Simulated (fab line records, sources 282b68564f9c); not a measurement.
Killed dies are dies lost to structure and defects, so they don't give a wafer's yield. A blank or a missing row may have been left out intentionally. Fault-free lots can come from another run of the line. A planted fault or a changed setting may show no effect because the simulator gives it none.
A struck lot beside a sound one | flow rit_cmos | 23 out of 202 route steps
Sound: these wafers, L439.1, L439.2, L439.3. The struck wafers were L448.4, L448.5, L448.6. The cause is given at the end.
At each step with rows: each side's tool, then ch and its chambers, then its first start. Under that, the readings that differ: sound wafers | struck wafers | difference of the means | sigmas: that difference in standard deviations of wafers without a fault.
alike: readings with means less than 2 such deviations apart, plus words and numbers identical on both sides. not compared: withheld readings, readings lacking a value on some wafer, bounds such as >300 that could conceal the same value, and numbers that have no deviation in the record and whose values overlap.
Wherever a step has rows on one side only, a row that says differs or no value, or a row with sigmas, the two part there. Numbers that don't overlap but have no deviation are shown without sigmas and don't part them. A reading missing from all wafers of one side parts the sides only when that side holds two or more wafers.

RIT_CONTACT_CD_MEAS_08 targets a cd of 1000 nm.
  sound: cd_sem-01 at day 4 15:32; struck: cd_sem-02 at day 6 04:09
  alike: cd_nm
RIT_CONTACT_OVL_MEAS_09:
  sound: overlay-02 at day 4 15:39; struck: overlay-02 at day 6 04:14
  reading          | sound          | struck      | difference | sigmas
  CONTACT_OVL (nm) | -2.3 -1.7 -1.5 | 0.3 1.5 1.1 | +2.8       | +2
then, 1 step without rows for these wafers: RIT_CONTACT_HARDBAKE_10 (time 60 s).
RIT_CONTACT_ETCH_11: etches SiO2 in CHF3/CF4/Ar, stops on TiSi2, target depth 480 nm, time 320 s.
  sound on rie_diel-03 ch 0,2,3, day 4 16:08; struck on rie_diel-03 ch 1,2, day 6 04:24
  alike: drypump_motor_current_A, oes_product_au, throttle_valve_pct
  not compared: rf_hours_counter_h
RIT_CONTACT_STRIP_12: strips in O2, time 180 s.
  sound on plasma_asher-04 ch 0,1, day 4 16:20; struck on plasma_asher-02 ch 0,1, day 6 04:39
  alike: drypump_motor_current_A
  not compared: rf_hours_counter_h
RIT_CONTACT_CD_MEAS_90 targets a cd of 1000 nm.
  sound: cd_sem-01 at day 4 16:30; struck: cd_sem-01 at day 6 04:50
  alike: cd_nm
then, 2 steps without rows for these wafers: RIT_CONTACT_CLEAN_13 (cleans in SC1, time 600 s); RIT_CONTACT_CLEAN_14 (cleans in SC2, time 600 s).
RIT_M1_SPUTTER_00: material Al, target thk 400 nm, time 500 s.
  sound: pvd_sputter-02 at day 4 16:58; struck: pvd_sputter-02 at day 6 05:14
  alike: throttle_valve_pct
RIT_M1_RS_MEAS_01: a four-point-probe measurement.
  sound: film_metro-01 at day 4 17:16; struck: film_metro-01 at day 6 05:35
  alike: M1_AL_RS
RIT_M1_THK_MEAS_02: measures by xrf.
  sound: film_metro-01 at day 4 17:23; struck: film_metro-01 at day 6 05:41
  alike: M1_AL_THK
then, 1 step without rows for these wafers: RIT_M1_HMDS_03 (prime time 60 s).
RIT_M1_COAT_04: resist thk 1300 nm.
  sound on litho_track-01 ch 0, day 4 17:36; struck on litho_track-01 ch 0, day 6 05:56
  reading                                 | sound          | struck            | difference | sigmas
  model.NOVOLAK_of_M1_COAT_04.thk_nm (nm) | 1303 1304 1300 | 717.5 715.7 714.9 | -586.3     |
  alike: exhaust_pa
then, 4 steps without rows for these wafers: RIT_M1_SOFTBAKE_05 (time 60 s); RIT_M1_EXPOSE_06 (exposes mask M12, target cd 2600 nm); RIT_M1_PEB_07; RIT_M1_DEVELOP_08 (develop time 68 s).
RIT_M1_CD_MEAS_09 targets a cd of 2600 nm.
  sound: cd_sem-01 at day 4 18:25; struck: cd_sem-02 at day 6 06:47
  reading    | sound                | struck               | difference | sigmas
  cd_nm (nm) | 2600.8 2603.5 2601.8 | 2530.0 2528.0 2528.1 | -73.3      | -39
RIT_M1_OVL_MEAS_10:
  sound: overlay-01 at day 4 18:32; struck: overlay-02 at day 6 06:51
  reading     | sound       | struck         | difference | sigmas
  M1_OVL (nm) | 1.2 1.5 3.0 | -0.5 -1.2 -0.4 | -2.6       | -2
then, 1 step without rows for these wafers: RIT_M1_HARDBAKE_11 (time 120 s).
RIT_M1_METAL_ETCH_12: etches Al in Cl2/BCl3, stops on SiO2, time 165 s, target depth 600 nm.
  sound on rie_metal-03 ch 0,1, day 4 18:49; struck on rie_metal-03 ch 0,1, day 6 07:11
  reading                                 | sound             | struck          | difference | sigmas
  model.NOVOLAK_of_M1_COAT_04.thk_nm (nm) | 807.6 810.8 804.6 | 305.3 305 304.4 | -502.8     |
  model.M1.cd_nm (nm)                     | 2601 2606 2605    | 2529 2527 2528  | -76        |
  alike: bcl3_flow_sccm, drypump_motor_current_A, oes_product_au, throttle_valve_pct
  not compared: rf_hours_counter_h
then, 1 step without rows for these wafers: RIT_M1_STRIP_13 (strips in nmp, time 600 s).
RIT_M1_PROBE_99:
  sound: prober-01 at day 4 21:04; struck: prober-02 at day 6 09:32
  reading                      | sound          | struck         | difference | sigmas
  model.etest.m1.width_nm (nm) | 2605 2607 2612 | 2529 2528 2531 | -79        |
  alike: defect_limited_yield, killed_at_M0_to_M3, killed_at_contacts, killed_at_front_end, killed_dies, killed_open, killed_short, sort_bin_3_pad_short, sort_bin_5_function, sort_bin_6_memory, sort_n_pass, sort_yield_pct

## WHERE THEY PART
Earliest at RIT_CONTACT_OVL_MEAS_09; latest, in this record, at RIT_M1_OVL_MEAS_10. Later steps at which nothing parts them and some readings are alike: RIT_M1_METAL_ETCH_12, RIT_M1_PROBE_99.

WHY: whatever the simulator had introduced
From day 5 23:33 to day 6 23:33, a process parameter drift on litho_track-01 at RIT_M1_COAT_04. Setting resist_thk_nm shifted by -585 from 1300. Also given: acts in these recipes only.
